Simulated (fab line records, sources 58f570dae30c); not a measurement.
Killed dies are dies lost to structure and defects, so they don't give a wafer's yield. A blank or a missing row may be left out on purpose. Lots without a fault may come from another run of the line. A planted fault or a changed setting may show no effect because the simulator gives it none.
Tool commonality check | flow berkeley_cmos170 | 15 lots, 45 wafers sampled

WHY IT WAS OPENED
At UCB170_NWELL_THK_MEAS_05 the reading NWELL_NITRIDE_THK is flagged on 3 of 15 lots. Wafers without a fault read 224.7 nm, standard deviation 1.9.
Rule: a lot is flagged when every wafer of it that has a number lies more than 4 standard deviations from that mean, or none has a number. The other lots count as sound.

lot  | measured    | on            | NWELL_NITRIDE_THK (nm), wafer by wafer | flag
L934 | day 2 07:30 | film_metro-03 | 225.0 225.3 223.9                      |
L936 | day 2 18:37 | film_metro-02 | 225.8 225.9 226.8                      |
L937 | day 2 18:37 | film_metro-03 | 224.0 222.2 223.8                      |
L938 | day 2 22:28 | film_metro-04 | 64.6 64.6 63.1                         | FLAGGED
L939 | day 3 02:46 | film_metro-03 | 66.4 68.2 65.1                         | FLAGGED
L940 | day 3 09:29 | film_metro-02 | 67.7 65.4 65.9                         | FLAGGED
L946 | day 4 13:20 | film_metro-04 | 223.0 222.8 224.6                      |
L948 | day 4 23:52 | film_metro-02 | 225.0 226.4 225.6                      |
L949 | day 5 10:28 | film_metro-02 | 225.3 227.1 227.3                      |
L950 | day 5 20:25 | film_metro-04 | 223.5 224.3 223.9                      |
L952 | day 6 02:01 | film_metro-04 | 224.9 225.3 222.5                      |
L953 | day 6 08:02 | film_metro-03 | 225.3 225.4 226.3                      |
L955 | day 6 08:57 | film_metro-03 | 224.2 224.4 223.8                      |
L956 | day 6 15:46 | film_metro-04 | 222.5 223.6 222.9                      |
L957 | day 7 03:38 | film_metro-02 | 224.0 226.3 225.4                      |
The numbers of the flagged lots are 65.7 nm on average: -159.0 nm against the usual, or -84 standard deviations.

WHICH TOOL RAN EACH LOT
The record holds 1 process step before the reading, out of a route of 331 steps. In each cell: the tool, then ch and the chambers that the sampled wafers went through, then the start.
lot  | flag    | UCB170_NWELL_CVD_04
L934 |         | lpcvd-01 ch 0, day 2 05:34
L936 |         | lpcvd-02 ch 1, day 2 16:41
L937 |         | lpcvd-02 ch 0, day 2 16:41
L938 | FLAGGED | lpcvd-01 ch 1, day 2 20:32
L939 | FLAGGED | lpcvd-01 ch 0, day 3 00:50
L940 | FLAGGED | lpcvd-01 ch 0, day 3 06:35
L946 |         | lpcvd-02 ch 1, day 4 11:23
L948 |         | lpcvd-02 ch 0, day 4 21:54
L949 |         | lpcvd-02 ch 0, day 5 08:32
L950 |         | lpcvd-01 ch 0, day 5 18:29
L952 |         | lpcvd-02 ch 1, day 6 00:05
L953 |         | lpcvd-02 ch 0, day 6 06:01
L955 |         | lpcvd-01 ch 0, day 6 07:00
L956 |         | lpcvd-01 ch 1, day 6 13:49
L957 |         | lpcvd-02 ch 1, day 7 01:40
What these steps do:
- UCB170_NWELL_CVD_04: deposits Si3N4 from SiH2Cl2/NH3, target thk 224 nm, time 3360 s.
- UCB170_NWELL_THK_MEAS_05

FLAGGED OVER TOTAL, TOOL BY TOOL (the gauges that took the reading come last)
step                     | tool          | lots run | flagged | share of the flagged lots | sound lots run after its first flagged lot
UCB170_NWELL_CVD_04      | lpcvd-01      | 7        | 3       | all                       | 3 (L950,L955,L956)
UCB170_NWELL_CVD_04      | lpcvd-02      | 8        | 0       | none                      | -
UCB170_NWELL_THK_MEAS_05 | film_metro-02 | 5        | 1       | some                      | 3 (L948,L949,L957)
UCB170_NWELL_THK_MEAS_05 | film_metro-03 | 5        | 1       | some                      | 2 (L953,L955)
UCB170_NWELL_THK_MEAS_05 | film_metro-04 | 5        | 1       | some                      | 4 (L946,L950,L952,L956)

WHAT THE TABLE ALLOWS
1 row of the table ran every flagged lot: lpcvd-01 at UCB170_NWELL_CVD_04.
- lpcvd-01 at UCB170_NWELL_CVD_04: 3 of its 7 lots flagged. Sound lots ran on it after the first flagged one (L950, L955, L956), which a lasting fault on the whole tool wouldn't allow.
No row of the table ran every flagged lot and no sound lot after the first.

WHAT THE SIMULATOR HAD PUT IN
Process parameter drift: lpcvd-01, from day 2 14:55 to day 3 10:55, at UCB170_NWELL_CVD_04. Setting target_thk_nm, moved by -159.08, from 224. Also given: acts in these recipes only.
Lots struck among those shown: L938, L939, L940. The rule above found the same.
